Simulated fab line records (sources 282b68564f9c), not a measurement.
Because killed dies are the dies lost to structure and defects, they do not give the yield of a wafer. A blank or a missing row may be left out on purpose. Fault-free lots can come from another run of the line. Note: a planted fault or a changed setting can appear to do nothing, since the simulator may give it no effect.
Which tool did it? | flow rit cmos | Sampling: 15 lots, 45 wafers, 2 of 202 route steps

## WHAT THE GAUGES READ, wafer by wafer
The record lacks any reading of a measuring or inspecting step that a usual standard deviation could be used to judge.

## EACH LOT AND THE TOOL THAT RAN IT (in order: tool; ch and the chambers of the sampled wafers; start)
lot  | RIT_PWELL_STRIP_09                  | RIT_M1_PROBE_99
L699 | plasma asher-02 ch 0,1, day 2 00:36 | -
L700 | plasma asher-03 ch 0, day 2 06:29   | -
L701 | plasma asher-03 ch 0,1, day 2 12:05 | -
L703 | plasma asher-03 ch 0,1, day 2 20:50 | prober-02, day 4 09:38
L704 | plasma asher-03 ch 0,1, day 3 02:09 | -
L705 | plasma asher-03 ch 0,1, day 3 06:37 | prober-02, day 4 17:36
L706 | plasma asher-03 ch 0,1, day 3 10:09 | prober-01, day 4 20:46
L707 | plasma asher-04 ch 0,1, day 3 16:22 | -
L708 | plasma asher-03 ch 0,1, day 3 20:31 | prober-01, day 5 07:46
L713 | plasma asher-04 ch 0,1, day 4 22:20 | -
L715 | plasma asher-04 ch 0,1, day 5 08:47 | -
L716 | plasma asher-02 ch 0,1, day 5 12:50 | prober-01, day 6 23:55
L719 | plasma asher-02 ch 0,1, day 6 03:44 | prober-02, day 7 18:13
L721 | plasma asher-04 ch 0,1, day 6 13:15 | -
L722 | plasma asher-03 ch 0,1, day 6 17:56 | -
- RIT_PWELL_STRIP_09: strips in O2, time 180 s.
- RIT_M1_PROBE_99

## AS READ BY THE TOOLS THEMSELVES (means over the sampled wafers that have a number; for cases with no such wafer, the mark the record gives instead)
RIT_PWELL_STRIP_09.
lot  | tool            | drypump motor current A (A) | o2 flow sccm (sccm)
L699 | plasma asher-02 | 6.19                        | 3989
L700 | plasma asher-03 | 5.92                        | 3997
L701 | plasma asher-03 | 5.84                        | 4007
L703 | plasma asher-03 | 5.89                        | 4010
L704 | plasma asher-03 | 5.89                        | 4007
L705 | plasma asher-03 | 5.87                        | 4532
L706 | plasma asher-03 | 5.89                        | 4526
L707 | plasma asher-04 | 5.72                        | 4011
L708 | plasma asher-03 | 5.86                        | 4270
L713 | plasma asher-04 | 5.76                        | 4005
L715 | plasma asher-04 | 5.74                        | 3997
L716 | plasma asher-02 | 6.22                        | 3986
L719 | plasma asher-02 | 6.20                        | 3990
L721 | plasma asher-04 | 5.96                        | 3997
L722 | plasma asher-03 | 5.89                        | 3985

RIT_M1_PROBE_99.
lot  | tool      | killed at contacts | killed at front end | killed dies | killed open | killed short
L703 | prober-02 | 0.0                | 9                   | 9           | 5.3         | 3.7
L705 | prober-02 | 0.3                | 3                   | 4           | 1.3         | 2.3
L706 | prober-01 | 0.0                | 14                  | 14          | 7.3         | 6.7
L708 | prober-01 | 0.0                | 4                   | 4           | 1.3         | 2.7
L716 | prober-01 | 0.0                | 5                   | 5           | 1.7         | 3.7
L719 | prober-02 | 0.0                | 7                   | 7           | 4.3         | 3.0

## THE ANSWER, worked out from the rows above alone
Rule: what is usual is taken from the lots themselves. Put in order of their means at a reading, lots are off if they are a third of the lots or fewer, leave a main group of 4 or more, and stand apart from it by a gap of 3 or more times the standard deviation of the main group's means; of several such gaps the widest counts. Not used: any main group whose means are identical at the precision the tables above print for the reading. Also off: a lot with no number at a reading for which 4 or more lots have one. Where the step has rows for the other lots, those lots are counted as sound. The gauges are gone through in route order, then the tools' own readings, and for those a lot's mean is taken as printed above. The first step at which some lot is off is used, and at that step the reading that is off furthest; a lot without a number counts as furthest.
Off: L705, L706, L708 (RIT_PWELL_STRIP_09, o2 flow sccm). Mean 3998 sccm and standard deviation 9.1 in the main group.
If a tool, at that step or one of the process steps before it, ran each lot that is off and ran no sound lot following the first of them, it fits. Of those tried, none fits.

## WHAT THE SIMULATOR HAD INSERTED
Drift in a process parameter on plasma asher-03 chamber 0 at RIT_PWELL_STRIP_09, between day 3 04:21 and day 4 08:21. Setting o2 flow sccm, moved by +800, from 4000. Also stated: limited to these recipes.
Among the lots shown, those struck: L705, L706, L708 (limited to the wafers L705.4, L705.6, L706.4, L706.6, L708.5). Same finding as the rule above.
